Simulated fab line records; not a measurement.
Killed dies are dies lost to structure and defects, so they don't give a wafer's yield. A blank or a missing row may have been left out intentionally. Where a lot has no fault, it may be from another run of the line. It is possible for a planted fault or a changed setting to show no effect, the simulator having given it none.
The tool behind it: which one? | flow berkeley-cmos170 | 42 wafers from 14 lots sampled at 6 of the route's 331 steps

WHAT THE GAUGES READ, wafer by wafer
UCB170_V1_OVL_MEAS_13.
lot  | measured     | on         | V1_OVL (nm)
L486 | day 8 04:29  | overlay-02 | 4 2 6
L485 | day 8 04:56  | overlay-02 | 11 3 4
L489 | day 8 20:53  | overlay-01 | 2 2 5
L487 | day 8 21:17  | overlay-01 | -2 -5 -5
L492 | day 9 15:14  | overlay-02 | -3 -2 -3
L493 | day 9 15:30  | overlay-02 | 0 2 -7
L496 | day 10 02:04 | overlay-02 | -7 4 2
L501 | day 10 19:55 | overlay-02 | -5 -5 1
L500 | day 10 20:26 | overlay-02 | 3 -1 10
L502 | day 11 09:26 | overlay-01 | 3 6 6
L503 | day 11 21:12 | overlay-02 | 4 -8 4
L504 | day 11 21:16 | overlay-01 | -3 -2 -1
L506 | day 11 23:30 | overlay-01 | 7 4 6
L507 | day 12 03:48 | overlay-01 | -6 1 0

UCB170_V1_CD_MEAS_90 targets a cd of 700 nm.
lot  | measured     | on        | cd-nm (nm)
L486 | day 8 04:47  | cd-sem-01 | 699.6 700.4 700.2
L485 | day 8 05:16  | cd-sem-02 | 700.1 701.1 700.6
L489 | day 8 21:18  | cd-sem-01 | 699.9 700.2 699.4
L487 | day 8 21:36  | cd-sem-01 | 704.2 703.7 703.9
L492 | day 9 15:40  | cd-sem-01 | 701.2 700.1 700.6
L493 | day 9 15:59  | cd-sem-01 | 700.6 699.6 700.6
L496 | day 10 02:26 | cd-sem-02 | 697.8 699.5 698.4
L501 | day 10 20:14 | cd-sem-01 | 701.3 701.5 700.9
L500 | day 10 20:47 | cd-sem-02 | 700.7 701.6 700.8
L502 | day 11 09:46 | cd-sem-02 | 698.4 699.2 698.2
L503 | day 11 21:33 | cd-sem-01 | 701.2 698.0 699.7
L504 | day 11 21:36 | cd-sem-02 | 701.0 701.0 701.0
L506 | day 11 23:49 | cd-sem-02 | 699.9 700.6 701.5
L507 | day 12 04:10 | cd-sem-02 | 702.6 701.2 701.2

UCB170_M3_RS_MEAS_02: the measuring method here is four-point-probe.
lot  | measured     | on            | M3_AL_RS (ohm/sq)
L486 | day 8 12:10  | film-metro-01 | 0.0323 0.0324 0.0323
L485 | day 8 11:59  | film-metro-02 | 0.0326 0.0323 0.0325
L489 | day 9 03:29  | film-metro-02 | 0.0322 0.0323 0.0323
L487 | day 9 06:33  | film-metro-02 | 0.0325 0.0325 0.0326
L492 | day 9 21:36  | film-metro-03 | 0.0320 0.0317 0.0315
L493 | day 9 21:48  | film-metro-02 | 0.0302 0.0302 0.0304
L496 | day 10 08:16 | film-metro-03 | 0.0311 0.0308 0.0308
L501 | day 11 02:47 | film-metro-03 | 0.0324 0.0324 0.0326
L500 | day 11 03:22 | film-metro-01 | 0.0325 0.0326 0.0328
L502 | day 11 16:20 | film-metro-01 | 0.0326 0.0326 0.0323
L503 | day 12 04:07 | film-metro-03 | 0.0320 0.0318 0.0321
L504 | day 12 04:30 | film-metro-01 | 0.0323 0.0321 0.0321
L506 | day 12 05:35 | film-metro-02 | 0.0322 0.0324 0.0322
L507 | day 12 11:02 | film-metro-02 | 0.0318 0.0319 0.0316

UCB170_M3_THK_MEAS_03: measures by xrf.
lot  | measured     | on            | M3_AL_THK (nm)
L486 | day 8 12:17  | film-metro-01 | 915 907 912
L485 | day 8 12:05  | film-metro-02 | 902 910 910
L489 | day 9 03:35  | film-metro-02 | 910 905 912
L487 | day 9 06:40  | film-metro-02 | 901 902 900
L492 | day 9 21:42  | film-metro-03 | 906 922 922
L493 | day 9 21:55  | film-metro-02 | 975 976 965
L496 | day 10 08:22 | film-metro-03 | 937 942 944
L501 | day 11 02:54 | film-metro-03 | 892 896 891
L500 | day 11 03:28 | film-metro-01 | 903 903 897
L502 | day 11 16:26 | film-metro-01 | 900 905 911
L503 | day 12 04:13 | film-metro-03 | 901 911 903
L504 | day 12 04:36 | film-metro-01 | 915 915 912
L506 | day 12 05:42 | film-metro-02 | 913 908 910
L507 | day 12 11:10 | film-metro-02 | 921 920 926

WHAT TOOL EACH LOT RAN ON (gives the tool, then ch and the chambers of the sampled wafers, and finally the start)
lot  | UCB170_V2_CMP_02              | UCB170_M3_SPUTTER_01
L486 | cmp-02 ch 0,1, day 8 09:20    | pvd-sputter-02, day 8 12:05
L485 | cmp-01 ch 0,1,2, day 8 09:08  | pvd-sputter-04, day 8 11:53
L489 | cmp-01 ch 0,1,2, day 9 01:19  | pvd-sputter-04, day 9 03:23
L487 | cmp-02 ch 2,3, day 9 01:34    | pvd-sputter-03, day 9 06:28
L492 | cmp-01 ch 0,3, day 9 18:45    | pvd-sputter-03, day 9 21:29
L493 | cmp-01 ch 0,1,2, day 9 19:18  | pvd-sputter-02, day 9 21:43
L496 | cmp-01 ch 1,2, day 10 05:49   | pvd-sputter-02, day 10 08:10
L501 | cmp-01 ch 0,2,3, day 11 00:20 | pvd-sputter-04, day 11 02:42
L500 | cmp-01 ch 0,3, day 11 01:05   | pvd-sputter-04, day 11 03:15
L502 | cmp-01 ch 0,1,2, day 11 13:57 | pvd-sputter-04, day 11 16:13
L503 | cmp-01 ch 0,1,2, day 12 01:31 | pvd-sputter-03, day 12 03:59
L504 | cmp-02 ch 0,2,3, day 12 01:41 | pvd-sputter-04, day 12 04:23
L506 | cmp-01 ch 1,2, day 12 03:16   | pvd-sputter-03, day 12 05:30
L507 | cmp-02 ch 0,2, day 12 08:08   | pvd-sputter-03, day 12 10:57
- UCB170_V2_CMP_02: polishes SiO2.
- UCB170_M3_SPUTTER_01: material Al, target thk 900 nm, time 120 s.

AS READ BY THE TOOLS THEMSELVES (means over the sampled wafers that have a number; for cases with no such wafer, the mark the record gives instead)
UCB170_V2_CMP_02.
lot  | tool   | motor-current-A (A) | platen-rpm (rpm)
L486 | cmp-02 | 16.2                | 60.01
L485 | cmp-01 | 16.8                | 60.02
L489 | cmp-01 | 17.0                | 59.98
L487 | cmp-02 | 15.5                | 59.99
L492 | cmp-01 | 16.3                | 60.01
L493 | cmp-01 | 16.4                | 60.00
L496 | cmp-01 | 16.6                | 59.98
L501 | cmp-01 | 16.5                | 60.01
L500 | cmp-01 | 16.2                | 60.01
L502 | cmp-01 | 16.7                | 59.97
L503 | cmp-01 | 17.4                | 59.99
L504 | cmp-02 | 16.5                | 60.03
L506 | cmp-01 | 16.9                | 60.02
L507 | cmp-02 | 16.7                | 59.98

UCB170_M3_SPUTTER_01.
lot  | tool           | throttle-valve-pct (%)
L486 | pvd-sputter-02 | 30.4
L485 | pvd-sputter-04 | 29.4
L489 | pvd-sputter-04 | 30.2
L487 | pvd-sputter-03 | 29.9
L492 | pvd-sputter-03 | 29.5
L493 | pvd-sputter-02 | 30.5
L496 | pvd-sputter-02 | 30.1
L501 | pvd-sputter-04 | 30.3
L500 | pvd-sputter-04 | 29.4
L502 | pvd-sputter-04 | 29.4
L503 | pvd-sputter-03 | 29.7
L504 | pvd-sputter-04 | 29.2
L506 | pvd-sputter-03 | 30.0
L507 | pvd-sputter-03 | 30.2

THE ANSWER, worked out from the rows above alone
Rule: usual is defined by the lots themselves. The widest of any qualifying gaps counts: lots, ordered by their means at a reading, are off when they make up no more than a third of the lots, leave a main group of 4 or more, and stand apart from it by 3 or more times the standard deviation of that group's means. If all means in a main group match to the digits the tables above print for the reading, that group is not used. A lot without any number at a reading at which 4 lots or more have one is off too. Where the step has rows for the other lots, those lots are counted as sound. After the gauges, taken in route order, come the tools' own readings; for these a lot's mean is taken, as printed above. At the first step where some lot is off, the reading lying furthest off is the one used; lots without a number count as furthest.
Across all readings shown, no lot is off: no conclusion can be drawn from this.

WHAT THE SIMULATOR PUT IN
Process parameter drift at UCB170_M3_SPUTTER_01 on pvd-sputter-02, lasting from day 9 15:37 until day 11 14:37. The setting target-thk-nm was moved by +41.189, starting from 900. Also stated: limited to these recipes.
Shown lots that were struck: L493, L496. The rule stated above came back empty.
